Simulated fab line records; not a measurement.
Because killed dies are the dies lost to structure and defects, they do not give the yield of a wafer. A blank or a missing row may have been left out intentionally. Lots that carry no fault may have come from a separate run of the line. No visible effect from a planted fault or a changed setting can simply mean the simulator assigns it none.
Which tool did it?	flow rit-cmos	21 wafers from 7 lots sampled at 2 of the route's 202 steps

## WHAT THE GAUGES READ, wafer by wafer
RIT_M1_CD_MEAS_09: target cd 2600 nm.
lot	measured	on	cd-nm (nm)
L722	day 3 22:28	cd-sem-01	2598.5 2598.8 2599.5
L725	day 4 09:26	cd-sem-02	2598.2 2598.5 2597.2
L727	day 4 17:54	cd-sem-01	- - -
L733	day 6 02:58	cd-sem-02	2600.2 2597.8 2598.0
L738	day 7 05:55	cd-sem-01	2596.0 2597.5 2598.8
L740	day 7 15:30	cd-sem-02	2601.1 2600.8 2597.0
L743	day 8 07:56	cd-sem-01	2597.6 2597.9 2597.6

## WHAT TOOL EACH LOT RAN ON (gives the tool, then ch and the chambers of the sampled wafers, and finally the start)
lot	RIT_M1_COAT_04
L722	litho-track-04 ch 0, day 3 21:39
L725	litho-track-01 ch 0, day 4 08:42
L727	litho-track-04, day 4 17:10
L733	litho-track-01 ch 0, day 6 02:16
L738	litho-track-02 ch 0, day 7 05:06
L740	litho-track-02 ch 0, day 7 14:38
L743	litho-track-02 ch 0, day 8 07:04
- RIT_M1_COAT_04: resist thk 1300 nm.

## THE ANSWER, worked out from the rows above alone
Rule: usual is defined by the lots themselves. The widest of any qualifying gaps counts: lots, ordered by their means at a reading, are off when they make up no more than a third of the lots, leave a main group of 4 or more, and stand apart from it by 3 or more times the standard deviation of that group's means. A main group is skipped when, at the precision printed for the reading in the tables above, its means are all equal. Also off: a lot with no number at a reading for which 4 or more lots have one. Any other lot the step has rows for is counted as sound.
Off, at RIT_M1_CD_MEAS_09 on cd-nm: L727. Without a number there: L727. Main group: mean 2598.4 nm, sd 0.76.
If a tool, at a process step before that reading, ran all the lots that are off and no sound lot after the first of them, it fits. Those tools and the gauges at RIT_M1_CD_MEAS_09 are tried in the same way. One fits: litho-track-04 at RIT_M1_COAT_04. Its last sound lot is L722 (day 3 21:39), its first lot that is off L727 (day 4 17:10): a fault that began between those two fits.

## WHAT THE SIMULATOR PUT IN
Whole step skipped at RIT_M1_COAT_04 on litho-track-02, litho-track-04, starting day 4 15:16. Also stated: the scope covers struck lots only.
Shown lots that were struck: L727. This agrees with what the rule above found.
